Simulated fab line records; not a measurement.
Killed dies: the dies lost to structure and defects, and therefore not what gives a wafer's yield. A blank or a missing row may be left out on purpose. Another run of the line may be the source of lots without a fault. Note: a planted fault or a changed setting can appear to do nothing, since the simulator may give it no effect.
Which tool did it?    flow berkeley_cmos170    14 lots, 42 wafers sampled, at 1 step of a route of 331

WHAT EACH GAUGE READ, for each wafer
The record holds no reading of a measuring or inspecting step that can be judged against a usual standard deviation.

WHAT TOOL EACH LOT RAN ON (gives the tool, then ch and the chambers of the sampled wafers, and finally the start)
lot   UCB170_CONTACT_STRIP_06
L869  plasma_asher-01 ch 0,1, day 6 22:15
L871  plasma_asher-01 ch 0,1, day 7 09:25
L872  plasma_asher-03 ch 0,1, day 7 10:46
L873  plasma_asher-02 ch 0,1, day 7 20:48
L874  plasma_asher-03 ch 0,1, day 8 09:53
L880  plasma_asher-01 ch 0,1, day 10 02:28
L884  plasma_asher-03 ch 0,1, day 10 14:15
L885  plasma_asher-01 ch 1, day 10 14:15
L881  plasma_asher-02 ch 0,1, day 10 14:17
L888  plasma_asher-03 ch 0,1, day 11 13:33
L889  plasma_asher-02 ch 0,1, day 11 15:37
L890  plasma_asher-01 ch 0,1, day 11 15:48
L887  plasma_asher-02 ch 0,1, day 11 16:06
L891  plasma_asher-02 ch 0,1, day 12 08:47
- UCB170_CONTACT_STRIP_06: strips in O2.

AS READ BY THE TOOLS THEMSELVES (means over the sampled wafers that have a number; for cases with no such wafer, the mark the record gives instead)
UCB170_CONTACT_STRIP_06.
lot   tool             chamber_pressure_mTorr (mTorr)  drypump_motor_current_A (A)  oes_product_au (a.u.)  strip_time_to_endpoint_s (s)
L869  plasma_asher-01  3501                            5.5                          0.732                  21.97
L871  plasma_asher-01  3499                            6.0                          0.734                  22.00
L872  plasma_asher-03  3500                            6.1                          0.737                  22.00
L873  plasma_asher-02  -                               -                            -                      -
L874  plasma_asher-03  -                               -                            -                      -
L880  plasma_asher-01  3497                            5.5                          0.732                  22.00
L884  plasma_asher-03  3500                            6.1                          0.735                  21.99
L885  plasma_asher-01  3502                            6.6                          0.736                  21.91
L881  plasma_asher-02  3499                            5.3                          0.734                  21.89
L888  plasma_asher-03  3499                            6.1                          0.739                  21.94
L889  plasma_asher-02  3499                            5.3                          0.736                  22.02
L890  plasma_asher-01  3502                            6.0                          0.737                  21.91
L887  plasma_asher-02  3505                            5.3                          0.734                  21.96
L891  plasma_asher-02  3501                            5.3                          0.739                  21.94

THE ANSWER, worked out from the rows above alone
Rule: usual is defined by the lots themselves. Put in order of their means at a reading, lots are off if they are a third of the lots or fewer, leave a main group of 4 or more, and stand apart from it by a gap of 3 or more times the standard deviation of the main group's means; of several such gaps the widest counts. A main group whose means are all the same, to the digits that the tables above print for the reading, isn't used. Also off: a lot with no number at a reading for which 4 or more lots have one. The other lots that the step has rows for count as sound. The gauges are gone through in route order, then the tools' own readings, and for those a lot's mean is taken as printed above. The first step at which some lot is off is used, and at that step the reading that is off furthest; a lot without a number counts as furthest.
Off: L873, L874, at UCB170_CONTACT_STRIP_06 (chamber_pressure_mTorr). Without a number there: L873, L874. For the main group the mean is 3500 mTorr and the standard deviation 2.
A tool fits if, at that step or a process step before it, it ran every lot that is off, and no sound lot after the first of them. None of those tried fits.

WHAT THE SIMULATOR HAD INSERTED
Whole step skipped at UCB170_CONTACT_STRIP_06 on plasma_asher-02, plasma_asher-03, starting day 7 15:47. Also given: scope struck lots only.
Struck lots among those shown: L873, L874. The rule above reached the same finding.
